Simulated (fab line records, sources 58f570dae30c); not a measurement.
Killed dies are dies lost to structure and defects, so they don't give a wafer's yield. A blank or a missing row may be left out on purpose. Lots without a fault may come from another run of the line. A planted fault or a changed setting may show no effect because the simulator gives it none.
One fault seen from 2 desks | flow berkeley_cmos170 | each desk has only its own numbers; what lay behind them comes last

THE TOOL OWNER'S DESK: lpcvd-01
The tool's own readings at UCB170_ACTIVE_CVD_05 (deposits Si3N4 from SiH2Cl2/NH3, target thk 220 nm, time 3300 s): means of the sampled wafers that have a number, for each lot that ran on this tool. A lot is out of limits, marked OUT, if its mean lies more than 4 standard deviations from the usual mean; the brackets give that distance.
Columns: A = pressure_mtorr at UCB170_ACTIVE_CVD_05, usual 199.9 mTorr; B = spike_tc_centre_C at UCB170_ACTIVE_CVD_05, usual 802.4 C; C = zone_power_centre_pct at UCB170_ACTIVE_CVD_05, usual 35 %
lot  | first seen here | A     | B               | C
L832 | day 5 10:28     | 199.7 | 803.0           | 39
L833 | day 5 10:28     | 199.6 | 805.0           | 34
L834 | day 5 20:47     | 200.1 | 805.5           | 34
L835 | day 5 20:47     | 199.8 | 801.9           | 39
L836 | day 6 03:25     | 199.0 | 801.8           | 39
L837 | day 6 03:25     | 199.8 | 803.4           | 34
L838 | day 6 22:34     | 200.1 | 832.9 (+19) OUT | 44
L839 | day 6 22:34     | 200.0 | 830.1 (+17) OUT | 50 (+4.9) OUT
L840 | day 6 22:34     | 199.5 | 830.9 (+18) OUT | 44
This desk's finding: out of limits on L838, L839, L840; first on L838, day 6 22:34 (spike_tc_centre_C at UCB170_ACTIVE_CVD_05). In limits: L832, L833, L834, L835, L836, L837.

THE METROLOGY DESK
What the gauges read, lot by lot, whatever tool the lot ran on: means of the sampled wafers that have a number. A lot is out of limits, marked OUT, if its mean lies more than 4 standard deviations from the usual mean; the brackets give that distance.
Columns: A = START_OXIDE_THK at UCB170_START_THK_MEAS_03, usual 20.1 nm; B = ACTIVE_NITRIDE_THK at UCB170_ACTIVE_THK_MEAS_06, usual 220.8 nm; C = M3_BOW at UCB170_M3_BOW_MEAS_20, usual 34 um
lot  | first seen here | A    | B               | C
L828 | day 2 06:19     | 20.2 | 218.6           | 32
L829 | day 2 10:33     | 20.0 | 218.3           | 36
L831 | day 2 19:43     | 20.7 | 219.3           | 33
L832 | day 3 01:21     | 19.8 | 219.3           | 39
L833 | day 3 07:02     | 19.5 | 221.5           | 35
L834 | day 3 12:32     | 19.3 | 220.7           | 37
L835 | day 3 17:10     | 20.1 | 221.1           | 36
L836 | day 3 22:10     | 20.7 | 223.6           | 34
L837 | day 4 01:32     | 20.0 | 219.8           | 32
L838 | day 4 07:53     | 21.1 | 257.1 (+18) OUT | 34
L840 | day 4 14:45     | 20.2 | 252.0 (+16) OUT | 31
L839 | day 4 14:46     | 20.5 | 269.1 (+24) OUT | -
L841 | day 4 20:45     | 20.2 | 219.5           | 36
L842 | day 5 01:04     | 20.8 | 225.3           | 36
L845 | day 5 16:10     | 19.9 | 220.3           | 35
This desk's finding: out of limits on L838, L839, L840; first on L838, day 7 00:28 (ACTIVE_NITRIDE_THK at UCB170_ACTIVE_THK_MEAS_06). In limits: L828, L829, L831, L832, L833, L834, L835, L836, L837, L841, L842, L845.

PUT TOGETHER
The tool owner's desk could have raised an alarm at day 6 22:34, on L838, L839, L840.
The metrology desk could have raised an alarm at day 7 00:28, on L838, L839, L840.
Of the lots named, all ran UCB170_ACTIVE_CVD_05 on lpcvd-01.

WHAT THE SIMULATOR HAD PUT IN
Process parameter drift: lpcvd-01, from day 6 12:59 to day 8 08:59, at UCB170_ACTIVE_CVD_05. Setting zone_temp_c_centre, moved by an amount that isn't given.
Lots struck among those shown: L838, L839, L840.
Hours from the fault's start to each desk's first reading out of limits: the tool owner's desk, 10; the metrology desk, 11.
